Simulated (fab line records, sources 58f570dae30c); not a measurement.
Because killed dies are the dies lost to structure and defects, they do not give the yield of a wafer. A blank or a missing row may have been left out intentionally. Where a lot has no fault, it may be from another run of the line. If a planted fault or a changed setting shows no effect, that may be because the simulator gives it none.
One fault seen from 2 desks | flow berkeleyCmos170 | numbers are kept per desk, each desk with only its own; the story behind them comes last

## AT THE TOOL OWNER'S DESK: pecvd-04
The tool's own readings at UCB170_V2_CVD_00 (deposits SiO2 from TEOS/O2, target thk 2000 nm, time 250 s): means of the sampled wafers that have a number, for each lot that ran on this tool. Marked OUT: a lot whose mean sits more than 4 standard deviations from the usual mean, which makes it out of limits; the brackets give that distance.
Columns: A = heaterPowerW at UCB170_V2_CVD_00, usual 237 W; B = rfFwdPowerW at UCB170_V2_CVD_00, usual 548.4 W
lot  | first seen here | A   | B
L851 | day 8 06:28     | 220 | 547.9
L854 | day 8 16:32     | 279 | 549.1
L857 | day 9 15:20     | 263 | 549.8
L864 | day 10 22:48    | 243 | 548.0
L865 | day 11 03:19    | 232 | 548.2
Result from this desk: across the 5 lots, nothing is out of limits.

## FROM THE METROLOGY DESK
Means of the sampled wafers that have a number, per lot and without regard to the tool the lot ran on: this is what the gauges read. Marked OUT: a lot whose mean sits more than 4 standard deviations from the usual mean, which makes it out of limits; the brackets give that distance.
Columns: A = M2_AL_THK at UCB170_M2_THK_MEAS_03, usual 902 nm; B = M3_AL_RS at UCB170_M3_RS_MEAS_02, usual 0.0323 ohm/sq; C = cdNm at UCB170_M3_CD_MEAS_15, usual 699.9 nm
lot  | first seen here | A   | B      | C
L850 | day 7 06:53     | 886 | 0.0322 | 697.8
L849 | day 7 07:08     | 894 | 0.0326 | 700.0
L851 | day 8 04:06     | 913 | 0.0322 | 699.6
L854 | day 8 13:15     | 911 | 0.0320 | 701.8
L855 | day 8 22:43     | 902 | 0.0326 | 697.3
L857 | day 9 12:40     | 894 | 0.0324 | 699.3
L858 | day 9 12:45     | 906 | 0.0323 | 701.7
L859 | day 10 05:11    | 903 | 0.0320 | 700.9
L864 | day 10 20:13    | 890 | 0.0322 | 700.1
L865 | day 11 00:38    | 894 | 0.0323 | 698.5
L867 | day 11 14:19    | 884 | 0.0320 | 699.8
L869 | day 11 17:56    | 916 | 0.0321 | 702.0
L871 | day 11 22:25    | 891 | 0.0319 | 700.1
L872 | day 12 02:50    | 910 | 0.0324 | 700.4
Result from this desk: across the 14 lots, nothing is out of limits.

## PUT TOGETHER
Nothing out of limits was seen by the tool owner's desk.
From the metrology desk's view, nothing was out of limits.

## WHAT THE SIMULATOR HAD INSERTED
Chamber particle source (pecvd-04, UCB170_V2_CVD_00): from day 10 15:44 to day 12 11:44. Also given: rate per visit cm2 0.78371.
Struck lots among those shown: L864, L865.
